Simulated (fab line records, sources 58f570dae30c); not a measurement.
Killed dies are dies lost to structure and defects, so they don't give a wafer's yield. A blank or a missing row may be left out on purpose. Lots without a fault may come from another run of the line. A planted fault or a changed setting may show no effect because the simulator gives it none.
fab line records | flow berkeley_cmos170 | part 2 of 2: steps 31 to 43 of 43
record lots=5 wafers=15 last_day=10
route steps=331 shown ZERO@13 NWELL@14 PWELL@34 WELLDRIVE@55
lots that met no fault: from a run of the same line without faults
start_h: hours from the record's first day to the start of the lot's first wafer shown | wait_h: hours since the lot's step before | " the same as in the row above | L1.1+2: a row that stands for several wafers | - no value, or no start given | * or withheld: withheld | < > ~ a bound
route shown NAME@n: a module of which the file shows steps, and the number in the route of the first | usual: mean/standard deviation of fault-free wafers | same: alike in all rows | chamber/n: place in a boat | sites: the reading at each site | _std_site: their standard deviation | _edge_site: outer sites' mean less inner sites' | radius_mm: how far each site lies from the wafer's centre | mask NAME#n: copy n | behind: the tool/chamber that last shaped the wafer | hold: why the lot was held/for how many hours/how that ended | device: the transistor (n, p or np) that didn't switch | end of line: the same wafers' tests at the end of the route | a step without rows: its recipe alone | killed: dies lost to structure and defects at the first sort, not the wafer's yield | map: a wafer's dies, x killed, . not, _ none there
set.NAME: the setting as run; set.NAME@STEP: as run at that earlier step | model.NAME: the simulator's own value behind a step, which no gauge read
lots at some steps of the route; a table a step, a row a wafer
services: from which hour (start_h, from the record's first day; less than 0 if before it) a tool's chamber was out of use, for how many hours, and why
## steps
# step UCB170_PWELL_SOFTBAKE_09
# recipe resist=KrF temp_c=130 time_s=60
# columns lot.wafer tool chamber start_h wait_h
L074.2+4+6 litho_track-02 0 43.24 0.1
L079.1+2+4 litho_track-01 0 73.49 0.1
L080.2+4+5 litho_track-04 0 80.17 0.1
L085.1+3+6 litho_track-04 0 102.66 0.1
L088.1+4+6 litho_track-04 0 120.77 0.1
# step UCB170_PWELL_EXPOSE_10
# recipe mask_id=PWELL target_cd_nm=3000 na=0.5 sigma_outer=0.6 source_shape=conventional dose_mj=19
# columns lot.wafer tool chamber start_h wait_h mask
L074.2+4+6 krf_scanner-01 0 43.51 0.2 PWELL#0
L079.1+2+4 krf_scanner-02 0 73.77 0.2 PWELL#0
L080.2+4+5 krf_scanner-01 0 80.32 0.1 PWELL#0
L085.1+3+6 krf_scanner-01 0 103.16 0.5 PWELL#0
L088.1+4+6 krf_scanner-01 0 120.92 0.1 PWELL#0
# step UCB170_PWELL_PEB_11
# recipe peb_temp_c=130 peb_time_s=withheld resist=KrF
# columns lot.wafer tool chamber start_h wait_h
L074.2+4+6 litho_track-04 0 43.70 0.2
L079.1+2+4 litho_track-04 0 74.27 0.5
L080.2+4+5 litho_track-02 0 80.58 0.2
L085.1+3+6 litho_track-02 0 103.48 0.3
L088.1+4+6 litho_track-02 0 121.03 0.1
# step UCB170_PWELL_DEVELOP_12
# recipe developer=TMAH develop_time_s=45 resist=KrF dev_temp_c=21
# usual developer_temp_C=20.99/0.098
# columns lot.wafer tool chamber start_h wait_h developer_temp_C
L074.2 litho_track-04 0 - - 20.91
L074.4 " 0 " " 21.02
L074.6 " 0 " " 21.02
L079.1 litho_track-04 0 - - 20.84
L079.2 " 0 " " 20.99
L079.4 " 0 " " 20.94
L080.2 litho_track-02 0 - - 20.97
L080.4 " 0 " " 20.95
L080.5 " 0 " " 20.96
L085.1 litho_track-02 0 - - 21.13
L085.3 " 0 " " 21.06
L085.6 " 0 " " 20.97
L088.1 litho_track-02 0 - - 20.99
L088.4 " 0 " " 21.04
L088.6 " 0 " " 20.96
# step UCB170_PWELL_OVL_MEAS_13
# usual PWELL_OVL=1/5.3
# columns lot.wafer tool chamber start_h wait_h PWELL_OVL[nm]
L074.2 overlay-01 - 43.96 - 4
L074.4 " - " " -3
L074.6 " - " " 2
L079.1 overlay-01 - 74.54 - 6
L079.2 " - " " 2
L079.4 " - " " 9
L080.2 overlay-02 - 80.84 - 0
L080.4 " - " " 5
L080.5 " - " " -2
L085.1 overlay-01 - 103.75 - 10
L085.3 " - " " 5
L085.6 " - " " 9
L088.1 overlay-01 - 121.31 - -1
L088.4 " - " " 1
L088.6 " - " " 2
# step UCB170_PWELL_ETCH_14
# recipe chemistry=CH3F/Ar/O2 target=Si3N4 stop_on=SiO2 CH3F_flow_sccm=20 Ar_flow_sccm=50 O2_flow_sccm=7 pressure_mtorr=50 rf_w=450 target_depth_a=2420 over_etch_frac=0.1 time_s=151
# usual drypump_motor_current_A=5.6/0.45 oes_product_au=0.942/0.015 throttle_valve_pct=7.99/0.15
# same over_etch_frac=0.1
# columns lot.wafer tool chamber start_h wait_h drypump_motor_current_A oes_product_au rf_hours_counter_h throttle_valve_pct
L074.2 rie_diel-02 1 43.99 0.0 5.5 0.931 12 7.96
L074.4 " 0 " " 5.3 0.935 99 7.99
L074.6 " 2 " " 5.8 0.955 - 7.77
L079.1 rie_diel-04 2 74.58 0.0 5.2 0.926 21 7.98
L079.2 " 0 " " 5.1 0.955 36 7.77
L079.4 " 3 " " 6.4 0.940 109 7.83
L080.2 rie_diel-02 1 80.87 0.0 5.5 0.927 14 7.97
L080.4 " 2 " " 5.8 0.960 122 7.76
L080.5 " 1 " " 5.5 0.932 - 7.96
L085.1 rie_diel-02 3 103.79 0.0 5.5 0.938 13 8.00
L085.3 " 2 " " 5.8 0.949 123 7.77
L085.6 " 0 " " 5.2 0.925 - 7.98
L088.1 rie_diel-01 1 121.34 0.0 5.7 0.958 96 8.01
L088.4 " 3 " " 5.0 0.951 - 7.99
L088.6 " 1 " " 5.8 0.964 - 8.01
# step UCB170_PWELL_IMPLANT_15
# recipe species=B dose_cm2=5e+12 energy_kev=60 tilt_deg=7
# columns lot.wafer tool chamber start_h wait_h
L074.2+4+6 implanter-02 0 44.11 0.1
L079.1+2+4 implanter-02 0 74.68 0.1
L080.2+4+5 implanter-02 0 80.99 0.1
L085.1+3+6 implanter-03 0 103.89 0.1
L088.1+4+6 implanter-03 0 121.44 0.1
# step UCB170_PWELL_STRIP_16
# recipe chemistry=O2 power_w=400 pressure_mtorr=3500 platen_temp_c=withheld o2_flow_sccm=400 overash_fraction=0.5
# usual drypump_motor_current_A=5.5/0.57 o2_flow_sccm=399.9/1.2 oes_product_au=0.722/0.0051 strip_time_to_endpoint_s=18.07/0.092
# columns lot.wafer tool chamber start_h wait_h drypump_motor_current_A o2_flow_sccm oes_product_au rf_hours_counter_h strip_time_to_endpoint_s
L074.2 plasma_asher-01 0 44.24 0.1 5.9 400.6 0.725 25 18.02
L074.4 " 1 " " 4.7 400.1 0.721 - 18.09
L074.6 " 1 " " 4.7 399.8 0.712 - 18.05
L079.1 plasma_asher-01 1 74.83 0.1 4.7 400.0 0.728 28 17.97
L079.2 " 0 " " 5.9 400.5 0.721 28 17.97
L079.4 " 0 " " 5.9 401.3 0.722 - 17.91
L080.2 plasma_asher-02 1 81.12 0.1 6.4 398.8 0.721 38 18.09
L080.4 " 0 " " 5.6 398.6 0.728 - 18.11
L080.5 " 1 " " 6.4 397.5 0.728 - 18.11
L085.1 plasma_asher-03 1 104.04 0.1 5.7 399.1 0.728 37 18.10
L085.3 " 1 " " 5.7 400.4 0.731 - 18.14
L085.6 " 1 " " 5.7 399.6 0.721 - 18.15
L088.1 plasma_asher-01 1 121.59 0.1 4.7 399.5 0.731 35 18.06
L088.4 " 1 " " 4.7 401.3 0.726 - 18.11
L088.6 " 1 " " 4.7 400.6 0.722 - 18.10
# step UCB170_PWELL_TW_MEAS_17
# usual PWELL_TW=379.1/2.2
# columns lot.wafer tool chamber start_h wait_h PWELL_TW
L074.2 film_metro-03 - 44.35 0.1 380.4
L074.4 " - " " 376.7
L074.6 " - " " 377.5
L079.1 film_metro-01 - 74.93 0.1 378.6
L079.2 " - " " 377.1
L079.4 " - " " 377.3
L080.2 film_metro-04 - 81.23 0.1 383.5
L080.4 " - " " 382.6
L080.5 " - " " 380.3
L085.1 film_metro-04 - 104.14 0.1 377.5
L085.3 " - " " 379.0
L085.6 " - " " 378.8
L088.1 film_metro-03 - 121.69 0.1 384.0
L088.4 " - " " 381.8
L088.6 " - " " 380.9
# step UCB170_PWELL_CLEAN_18
# recipe chemistry=SPM temp_c=120 time_s=600
# columns lot.wafer tool chamber start_h wait_h
L074.2+4+6 wet_bench-03 1 44.40 0.0
L079.1+2+4 wet_bench-02 2 74.99 0.1
L080.2+4+5 wet_bench-04 0 81.28 0.0
L085.1+3+6 wet_bench-04 1 104.20 0.1
L088.1+4+6 wet_bench-02 2 121.75 0.1
# step UCB170_PWELL_WET_ETCH_19
# recipe chemistry=H3PO4 target=Si3N4 temp_c=160 time_s=14400
# columns lot.wafer tool chamber start_h wait_h
L074.2+4+6 wet_bench-03 3 44.57 0.0
L079.1+2+4 wet_bench-02 1 75.19 0.0
L080.2+4+5 wet_bench-04 3 81.54 0.1
L085.1+3+6 wet_bench-02 0 104.38 0.0
L088.1+4+6 wet_bench-03 2 121.93 0.0
# step UCB170_PWELL_WET_ETCH_20
# recipe chemistry=BOE dilution=5:1 target=SiO2 temp_c=25 time_s=22
# columns lot.wafer tool chamber start_h wait_h
L074.2+4+6 wet_bench-03 1 49.18 0.6
L079.1+2+4 wet_bench-03 0 79.20 0.0
L080.2+4+5 wet_bench-04 2 86.10 0.2
L085.1+3+6 wet_bench-04 3 108.78 0.0
L088.1+4+6 wet_bench-03 0 126.29 0.3
# step UCB170_WELLDRIVE_CLEAN_00
# recipe chemistry=SPM temp_c=120 time_s=600
# columns lot.wafer tool chamber start_h wait_h
L074.2+4+6 wet_bench-03 2 49.26 0.1
L079.1+2+4 wet_bench-03 3 79.21 0.0
L080.2+4+5 wet_bench-04 3 86.12 0.0
L085.1+3+6 wet_bench-04 2 108.79 0.0
L088.1+4+6 wet_bench-03 3 126.30 0.0
## services
# columns tool chamber start_h hours kind
krf_scanner-01 - -0.92 0.8 pm
krf_scanner-02 - 4.14 4.4 pm
furnace-04 - 5.87 3.7 pm
plasma_asher-01 - 6.36 4.1 repair
wet_bench-02 - 14.68 1.6 repair
implanter-03 - 15.06 6.2 repair
krf_scanner-02 - 15.23 0.8 pm
implanter-03 - 19.67 1.8 repair
plasma_asher-02 - 30.25 14.6 pm
krf_scanner-01 - 33.99 4.4 pm
rie_diel-02 - 37.66 0.1 repair
furnace-01 - 39.62 12.6 repair
implanter-02 - 49.19 2.4 repair
krf_scanner-01 - 51.50 1.3 pm
rie_diel-02 - 53.82 0.2 repair
furnace-03 - 61.66 3.6 pm
krf_scanner-02 - 61.80 1.0 pm
furnace-04 - 63.42 13.6 repair
wet_bench-04 - 73.37 0.6 repair
furnace-02 - 91.63 2.9 pm
krf_scanner-02 - 91.78 1.3 pm
lpcvd-02 - 94.47 1.4 repair
plasma_asher-02 - 95.26 28.1 pm
plasma_asher-02 - 123.36 9.0 pm
